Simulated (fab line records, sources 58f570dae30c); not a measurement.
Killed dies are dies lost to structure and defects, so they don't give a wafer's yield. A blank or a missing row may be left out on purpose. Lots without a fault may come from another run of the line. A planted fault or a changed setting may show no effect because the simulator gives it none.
One fault seen from 2 desks | flow berkeley_cmos170 | each desk has only its own numbers; what lay behind them comes last

THE TOOL OWNER'S DESK: litho_track-03
The tool's own readings at UCB170_V1_SOFTBAKE_08 (time 60 s): means of the sampled wafers that have a number, for each lot that ran on this tool. A lot is out of limits, marked OUT, if its mean lies more than 4 standard deviations from the usual mean; the brackets give that distance.
Columns: A = run_length_s at UCB170_V1_SOFTBAKE_08, usual 88.98 s
lot  | first seen here | A
L625 | day 8 07:47     | 88.94
L624 | day 8 10:58     | 88.92
L628 | day 8 16:38     | 88.98
L626 | day 8 18:43     | 88.85
L633 | day 10 03:35    | 106.60 (+99 or more) OUT
L635 | day 10 20:13    | 106.62 (+99 or more) OUT
This desk's finding: out of limits on L633, L635; first on L633, day 10 03:35 (run_length_s at UCB170_V1_SOFTBAKE_08). In limits: L625, L624, L628, L626.

THE METROLOGY DESK
What the gauges read, lot by lot, whatever tool the lot ran on: means of the sampled wafers that have a number. A lot is out of limits, marked OUT, if its mean lies more than 4 standard deviations from the usual mean; the brackets give that distance.
Columns: A = cd_nm at UCB170_CONTACT_CD_MEAS_15, usual 700.0 nm; B = cd_nm at UCB170_M1_CD_MEAS_09, usual 700.2 nm
lot  | first seen here | A     | B
L625 | day 8 02:08     | 701.0 | 696.9
L624 | day 8 04:07     | 699.2 | 700.3
L628 | day 8 11:33     | 700.6 | 697.8
L627 | day 8 12:37     | 701.6 | 699.6
L626 | day 8 12:51     | 700.6 | 700.6
L629 | day 9 19:22     | 699.8 | 697.9
L633 | day 9 19:53     | 698.9 | 699.3
L635 | day 10 11:49    | 699.2 | 700.2
L638 | day 10 19:58    | 700.8 | 700.2
L639 | day 11 02:27    | 699.8 | 700.4
L643 | day 12 07:19    | 702.5 | 699.9
L644 | day 12 08:50    | 700.8 | 701.8
L646 | day 13 00:41    | 699.0 | 701.6
L647 | day 13 02:01    | 699.6 | 700.5
This desk's finding: nothing out of limits on any of the 14 lots.

PUT TOGETHER
The tool owner's desk could have raised an alarm at day 10 03:35, on L633, L635.
The metrology desk saw nothing out of limits.
The metrology desk has L633, L635 on record, within its limits.
Of the lots named, all ran UCB170_V1_SOFTBAKE_08 on litho_track-03.

WHAT THE SIMULATOR HAD PUT IN
Process parameter drift: litho_track-03, from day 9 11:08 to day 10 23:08, at UCB170_V1_SOFTBAKE_08. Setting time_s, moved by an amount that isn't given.
Lots struck among those shown: L633, L635.
Hours from the fault's start to each desk's first reading out of limits: the tool owner's desk, 16.
